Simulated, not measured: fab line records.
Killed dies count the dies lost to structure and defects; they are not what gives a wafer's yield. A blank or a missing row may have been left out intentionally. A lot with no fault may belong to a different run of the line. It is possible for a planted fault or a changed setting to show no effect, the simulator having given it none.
Lot-split experiment	flow berkeleyCmos170	5 lots, 23 wafers read, on a route of 331 steps

THE SPLIT
At UCB170_PWELL_IMPLANT_15, the setting energyKev was moved away from the recipe's 60 on 11 of the 23 wafers read, by -3.5% to +4.7%. The other wafers ran this setting at the recipe's value.

Reading taken at the split's own step.

THE READING
In nm, at UCB170_PWELL_IMPLANT_15: implant.drpNm, which is the simulator's own figure and was read by no gauge. No usual value for it is given in the file.

wafer	tool, chamber at the split	energyKev as run	against the recipe	implant.drpNm, nm	against lot-mates on the recipe
L074.1	implanter-02, 0	60	recipe	64.7	-
L074.2	implanter-02, 0	60	recipe	64.7	-
L074.4	implanter-02, 0	60	recipe	64.7	-
L074.3	implanter-02, 0	58.99	-1.7%	64.12	-0.58
L074.6	implanter-02, 0	58.99	-1.7%	64.12	-0.58
L078.1	implanter-04, 0	62.82	+4.7%	66.28	+1.58
L078.4	implanter-04, 0	62.82	+4.7%	66.28	+1.58
L078.5	implanter-04, 0	62.82	+4.7%	66.28	+1.58
L078.3	implanter-04, 0	60	recipe	64.7	-
L078.6	implanter-04, 0	60	recipe	64.7	-
L080.1	implanter-02, 0	57.89	-3.5%	63.48	-1.22
L080.3	implanter-02, 0	57.89	-3.5%	63.48	-1.22
L080.6	implanter-02, 0	57.89	-3.5%	63.48	-1.22
L080.2	implanter-02, 0	60	recipe	64.7	-
L080.4	implanter-02, 0	60	recipe	64.7	-
L082.1	implanter-04, 0	60	recipe	64.7	-
L082.2	implanter-04, 0	60	recipe	64.7	-
L082.4	implanter-04, 0	60	recipe	64.7	-
L085.1	implanter-04, 0	61.11	+1.8%	65.33	+0.63
L085.5	implanter-04, 0	61.11	+1.8%	65.33	+0.63
L085.6	implanter-04, 0	61.11	+1.8%	65.33	+0.63
L085.2	implanter-04, 0	60	recipe	64.7	-
L085.4	implanter-04, 0	60	recipe	64.7	-

THE FIT
A straight line over all 23 wafers: implant.drpNm changes by +0.341 nm for each +1% of energyKev; r = +1.00; the points scatter about the line by 0.0097 nm.
The same after taking each lot's own level away (the mean of its wafers on the recipe; 23 wafers): +0.341 nm for each +1%; r = +1.00; scatter 0.0097 nm.
According to that fit, moving energyKev by its largest amount changes the reading by 1.6 nm.
The lots' own levels span 64.700 to 64.700 nm.
Consequently the slope shifts little with the lot-to-lot level, the two slopes agreeing.
Check: +1.6 nm against its lot-mates is what the line predicts for one of the wafers moved furthest among these (+4.7%) when that wafer is left out of the fit. It came out at +1.58 nm against them.

THESE WAFERS: OTHER SPLITS
Before the reading, these wafers also passed through other splits. Each is held against what the fit with the lots' levels taken away leaves over:
other split on the same wafers	wafers away from the commonest value	r with implant.drpNm (lot level and that fit taken away)
UCB170_NWELL_CVD_04 pressureMtorr	18	-0.59
UCB170_NWELL_IMPLANT_14 doseCm2	11	-0.19

THE WHOLE CHAIN: every reading that the file lists as answering this split, in the file's order
step	what it does	reading	change (the file's fit)	r (the file's)
UCB170_PWELL_IMPLANT_15		implant.rpNm (the simulator's own value, which no gauge read)	+2.13 nm for each +1% of the setting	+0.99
UCB170_PWELL_IMPLANT_15		implant.drpNm (the simulator's own value, which no gauge read)	+0.341 nm for each +1% of the setting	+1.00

FILE'S OWN FIT
implant.drpNm changes by +0.341 nm for each +1% of energyKev, r = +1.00.
